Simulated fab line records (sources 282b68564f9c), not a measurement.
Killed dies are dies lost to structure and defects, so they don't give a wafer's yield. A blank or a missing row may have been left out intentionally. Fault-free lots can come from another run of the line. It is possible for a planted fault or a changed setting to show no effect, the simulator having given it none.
Which tool did it? | flow rit_cmos | 11 lots, 33 wafers sampled, at 2 steps of a route of 202

## WHAT EACH GAUGE READ, for each wafer
RIT_NRETRO_OVL_MEAS_06.
lot  | measured    | on         | NRETRO_OVL (nm)
L746 | day 2 05:19 | overlay-01 | -0.9 -0.6 -1.1
L747 | day 2 11:43 | overlay-01 | 0.3 -1.4 -0.9
L750 | day 3 07:45 | overlay-01 | - - -
L752 | day 3 13:19 | overlay-01 | - - -
L753 | day 3 17:04 | overlay-02 | - - -
L758 | day 4 17:55 | overlay-02 | - - -
L760 | day 5 04:22 | overlay-01 | 0.7 0.0 0.1
L761 | day 5 09:36 | overlay-02 | 0.8 1.2 -0.6
L763 | day 5 18:13 | overlay-01 | 1.8 0.1 -0.7
L764 | day 5 23:11 | overlay-01 | -1.8 -0.2 -1.8
L766 | day 6 09:02 | overlay-02 | 1.7 2.6 0.8

## EACH LOT AND THE TOOL THAT RAN IT (in order: tool; ch and the chambers of the sampled wafers; start)
lot  | RIT_NRETRO_EXPOSE_03
L746 | iline_stepper-02 ch 0, day 2 04:55
L747 | iline_stepper-01 ch 0, day 2 11:17
L750 | iline_stepper-01 ch 0, day 3 07:20
L752 | iline_stepper-01 ch 0, day 3 12:55
L753 | iline_stepper-01 ch 0, day 3 16:40
L758 | iline_stepper-01 ch 0, day 4 17:29
L760 | iline_stepper-02 ch 0, day 5 03:58
L761 | iline_stepper-02 ch 0, day 5 09:11
L763 | iline_stepper-02 ch 0, day 5 17:48
L764 | iline_stepper-02 ch 0, day 5 22:46
L766 | iline_stepper-02 ch 0, day 6 08:37
- RIT_NRETRO_EXPOSE_03: exposes mask M4, target cd 43900 nm.

## THE ANSWER, worked out from the rows above alone
Rule: the lots themselves supply what counts as usual. The widest of any qualifying gaps counts: lots, ordered by their means at a reading, are off when they make up no more than a third of the lots, leave a main group of 4 or more, and stand apart from it by 3 or more times the standard deviation of that group's means. The tables above print the reading to a certain number of digits; a main group whose means all agree to those digits is not used. Also off: a lot with no number at a reading for which 4 or more lots have one. The other lots that the step has rows for count as sound.
Off: at RIT_NRETRO_OVL_MEAS_06 (NRETRO_OVL), L750, L752, L753, L758. Without a number there: L750, L752, L753, L758. Mean 0.0 nm and standard deviation 0.94 in the main group.
A tool fits if, at a process step before that reading, it ran every lot that is off, and no sound lot after the first of them. Those tools and the gauges at RIT_NRETRO_OVL_MEAS_06 are tried in the same way. One fits: iline_stepper-01 at RIT_NRETRO_EXPOSE_03. A fault onset in the window from L747 (day 2 11:17, its last sound lot) to L750 (day 3 07:20, its first lot off) fits.

## WHAT THE SIMULATOR HAD INSERTED
Scanner matching overlay: iline_stepper-01, from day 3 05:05 on, at RIT_NRETRO_EXPOSE_03. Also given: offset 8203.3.
Struck lots among those shown: L750, L752, L753, L758. The rule above reached the same finding.
